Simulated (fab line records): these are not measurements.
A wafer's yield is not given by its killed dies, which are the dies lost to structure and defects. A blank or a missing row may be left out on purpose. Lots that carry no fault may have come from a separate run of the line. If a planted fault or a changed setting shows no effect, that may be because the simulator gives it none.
One fault seen from 2 desks | flow rit cmos | each desk holds nothing but its own numbers, with what lay behind them at the end

== DESK OF THE TOOL OWNER: pvd sputter-02 ==
The tool's own readings at RIT_M1_SPUTTER_00 (material Al, target thk 400 nm, time 500 s): means of the sampled wafers that have a number, for each lot that ran on this tool. A lot is out of limits, marked OUT, if its mean lies more than 4 standard deviations from the usual mean; the brackets give that distance.
Columns: A = throttle valve pct at RIT_M1_SPUTTER_00, usual 30.1 %
lot  | first seen here | A
L306 | day 3 17:15     | 30.3
L311 | day 4 15:31     | 30.6
L313 | day 5 02:23     | 31.1
L317 | day 5 22:39     | 31.1
L319 | day 6 12:31     | 30.1
L324 | day 7 13:08     | 30.4
Finding of this desk: none of the 6 lots has anything out of limits.

== FROM THE METROLOGY DESK ==
Means of the sampled wafers that have a number, per lot and without regard to the tool the lot ran on: this is what the gauges read. A lot is out of limits, marked OUT, if its mean lies more than 4 standard deviations from the usual mean; the brackets give that distance.
Columns: A = M1_AL_RS at RIT_M1_RS_MEAS_01, usual 0.0736 ohm/sq; B = M1_AL_THK at RIT_M1_THK_MEAS_02, usual 395 nm
lot  | first seen here | A      | B
L305 | day 3 12:32     | 0.0727 | 400
L306 | day 3 17:34     | 0.0737 | 396
L310 | day 4 10:52     | 0.0724 | 402
L311 | day 4 15:50     | 0.0742 | 391
L312 | day 4 22:24     | 0.0723 | 402
L313 | day 5 02:42     | 0.0742 | 393
L314 | day 5 07:01     | 0.0739 | 392
L316 | day 5 17:41     | 0.0732 | 397
L317 | day 5 22:57     | 0.0753 | 385
L318 | day 6 05:45     | 0.0732 | 398
L319 | day 6 12:48     | 0.0740 | 392
L324 | day 7 13:26     | 0.0727 | 401
L327 | day 8 00:49     | 0.0735 | 392
Finding of this desk: none of the 13 lots has anything out of limits.

== TAKEN TOGETHER ==
The tool owner's desk saw nothing out of limits.
Nothing out of limits was seen by the metrology desk.

== WHAT WAS PUT IN BY THE SIMULATOR ==
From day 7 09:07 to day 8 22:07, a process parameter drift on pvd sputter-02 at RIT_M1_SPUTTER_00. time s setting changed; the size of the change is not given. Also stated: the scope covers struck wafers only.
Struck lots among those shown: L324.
